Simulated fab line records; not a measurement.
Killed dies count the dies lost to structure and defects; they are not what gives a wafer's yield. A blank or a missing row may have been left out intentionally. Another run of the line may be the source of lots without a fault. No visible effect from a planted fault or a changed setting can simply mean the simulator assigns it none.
Which of the tools did it? | flow berkeley-cmos170 | Sampling: 7 lots, 21 wafers, 3 of 331 route steps

== WHAT THE GAUGES SHOWED, per wafer ==
UCB170_PVT_TW_MEAS_09.
lot  | measured    | on            | PVT_TW
L703 | day 6 01:46 | film-metro-04 | 508 506 508
L706 | day 6 09:11 | film-metro-01 | 499 500 499
L708 | day 6 18:16 | film-metro-03 | 502 505 504
L716 | day 8 04:42 | film-metro-03 | 431 430 431
L719 | day 9 09:51 | film-metro-01 | 501 501 503
L722 | day 9 09:07 | film-metro-01 | 503 502 502
L725 | day 9 23:20 | film-metro-04 | 506 504 503

== WHAT TOOL EACH LOT RAN ON (gives the tool, then ch and the chambers of the sampled wafers, and finally the start) ==
lot  | UCB170_ACTIVE_STRIP_16              | UCB170_PVT_IMPLANT_07
L703 | plasma-asher-01 ch 0,1, day 4 14:17 | implanter-03 ch 0, day 6 01:32
L706 | plasma-asher-02 ch 0,1, day 5 01:54 | implanter-01 ch 0, day 6 08:57
L708 | plasma-asher-02 ch 0,1, day 5 13:38 | implanter-04 ch 0, day 6 18:03
L716 | plasma-asher-01 ch 0,1, day 6 20:31 | implanter-03 ch 0, day 8 04:29
L719 | plasma-asher-01 ch 0,1, day 8 02:48 | implanter-01 ch 0, day 9 09:36
L722 | plasma-asher-01 ch 0,1, day 8 03:20 | implanter-04 ch 0, day 9 08:52
L725 | plasma-asher-04 ch 0,1, day 8 19:06 | implanter-01 ch 0, day 9 23:06
- UCB170_ACTIVE_STRIP_16: strips in O2.
- UCB170_PVT_IMPLANT_07

== THE ANSWER, worked out from the rows above alone ==
Rule: usual is defined by the lots themselves. Put in order of their means at a reading, lots are off if they are a third of the lots or fewer, leave a main group of 4 or more, and stand apart from it by a gap of 3 or more times the standard deviation of the main group's means; of several such gaps the widest counts. A main group whose means are all the same, to the digits that the tables above print for the reading, isn't used. A lot without any number at a reading at which 4 lots or more have one is off too. The other lots that the step has rows for count as sound.
Off: at UCB170_PVT_TW_MEAS_09 (PVT_TW), L716. The main group: mean 503, standard deviation 2.5.
A tool fits if, at a process step before that reading, it ran every lot that is off, and no sound lot after the first of them. Gauges at UCB170_PVT_TW_MEAS_09: tried the same way as those tools. Can't be told from this: 2 tools fit, implanter-03 at UCB170_PVT_IMPLANT_07, film-metro-03 at UCB170_PVT_TW_MEAS_09.

== WHAT HAD BEEN PUT IN BY THE SIMULATOR ==
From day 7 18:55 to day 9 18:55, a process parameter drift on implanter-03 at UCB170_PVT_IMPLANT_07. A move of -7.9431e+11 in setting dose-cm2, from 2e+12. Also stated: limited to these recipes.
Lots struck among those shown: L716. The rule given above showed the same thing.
